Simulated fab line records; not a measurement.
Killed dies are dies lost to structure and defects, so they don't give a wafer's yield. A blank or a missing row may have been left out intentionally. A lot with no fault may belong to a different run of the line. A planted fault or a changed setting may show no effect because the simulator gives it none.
Split-lot experiment | flow berkeleyCmos170 | route with 331 steps; 5 lots, 23 wafers read

THE SPLIT
At UCB170_ZERO_ETCH_06 (etches SiO2 in CHF3/CF4/Ar, time 12 s), the setting overEtchFrac was moved away from the recipe's 1.58 on 7 of the 23 wafers read, by -13.5% to +26.3%. The other wafers ran this setting at the recipe's value.

Reading taken at the split's own step.

THE READING
oesProductAu, in a.u., at UCB170_ZERO_ETCH_06 (etches SiO2 in CHF3/CF4/Ar, time 12 s). On this fab line, fault-free wafers typically give 0.620 a.u. with a standard deviation of 0.0064 a.u.

wafer  | tool, chamber at the split | overEtchFrac as run | against the recipe | oesProductAu, a.u. | against lot-mates on the recipe
L074.1 | rieDiel-04, 1              | 1.58                | recipe             | 0.618              | -
L074.2 | rieDiel-04, 0              | 1.58                | recipe             | 0.616              | -
L074.4 | rieDiel-04, 2              | 1.58                | recipe             | 0.600              | -
L074.5 | rieDiel-04, 3              | 1.367               | -13.5%             | 0.643              | +0.032
L074.6 | rieDiel-04, 0              | 1.367               | -13.5%             | 0.645              | +0.034
L076.1 | rieDiel-04, 1              | 1.58                | recipe             | 0.617              | -
L076.2 | rieDiel-04, 2              | 1.58                | recipe             | 0.609              | -
L076.4 | rieDiel-04, 0              | 1.58                | recipe             | 0.614              | -
L077.1 | rieDiel-03, 0              | 1.58                | recipe             | 0.621              | -
L077.3 | rieDiel-03, 1              | 1.58                | recipe             | 0.622              | -
L077.4 | rieDiel-03, 3              | 1.58                | recipe             | 0.616              | -
L077.5 | rieDiel-03, 1              | 1.58                | recipe             | 0.622              | -
L077.6 | rieDiel-03, 0              | 1.58                | recipe             | 0.629              | -
L078.1 | rieDiel-03, 0              | 1.996               | +26.3%             | 0.581              | -0.042
L078.2 | rieDiel-03, 3              | 1.58                | recipe             | 0.621              | -
L078.4 | rieDiel-03, 1              | 1.58                | recipe             | 0.626              | -
L078.5 | rieDiel-03, 0              | 1.996               | +26.3%             | 0.580              | -0.043
L078.6 | rieDiel-03, 3              | 1.996               | +26.3%             | 0.582              | -0.041
L082.1 | rieDiel-02, 1              | 1.58                | recipe             | 0.624              | -
L082.2 | rieDiel-02, 2              | 1.58                | recipe             | 0.610              | -
L082.4 | rieDiel-02, 0              | 1.882               | +19.1%             | 0.586              | -0.032
L082.5 | rieDiel-02, 1              | 1.58                | recipe             | 0.620              | -
L082.6 | rieDiel-02, 2              | 1.882               | +19.1%             | 0.592              | -0.026

FIT RESULTS
A straight line over all 23 wafers: oesProductAu changes by -0.00151 a.u. for each +1% of overEtchFrac; r = -0.94; the points scatter about the line by 0.0064 a.u.
The same after taking each lot's own level away (the mean of its wafers on the recipe; 23 wafers): -0.00173 a.u. for each +1%; r = -0.96; scatter 0.0055 a.u.
The reading moves by 0.046 a.u. for the largest change in overEtchFrac, on that fit.
From 0.6113 to 0.6235 a.u.: that is the span of the lots' own levels, equal to 1.9 times the standard deviation above.
So the lot-to-lot level changes the slope: the two fits differ.
Check: with one of the wafers moved furthest among these (+26.3%) left out of the fit, the line predicts -0.0444 a.u. for it against its lot-mates. It came out at -0.0425 a.u. against them.
Tool readings at the split's step, against how far the setting was moved: oesProductAu r = -0.94.

THESE WAFERS: OTHER SPLITS
These wafers also went through other splits before the reading. Each is held against what the fit with the lots' levels taken away leaves over:
other split on the same wafers  | wafers away from the commonest value | r with oesProductAu (lot level and that fit taken away)
UCB170_ZERO_COAT_01 resistThkNm | 5                                    | +0.10

FILE'S OWN FIT
oesProductAu changes by -0.0017 a.u. for each +1% of overEtchFrac, r = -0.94.
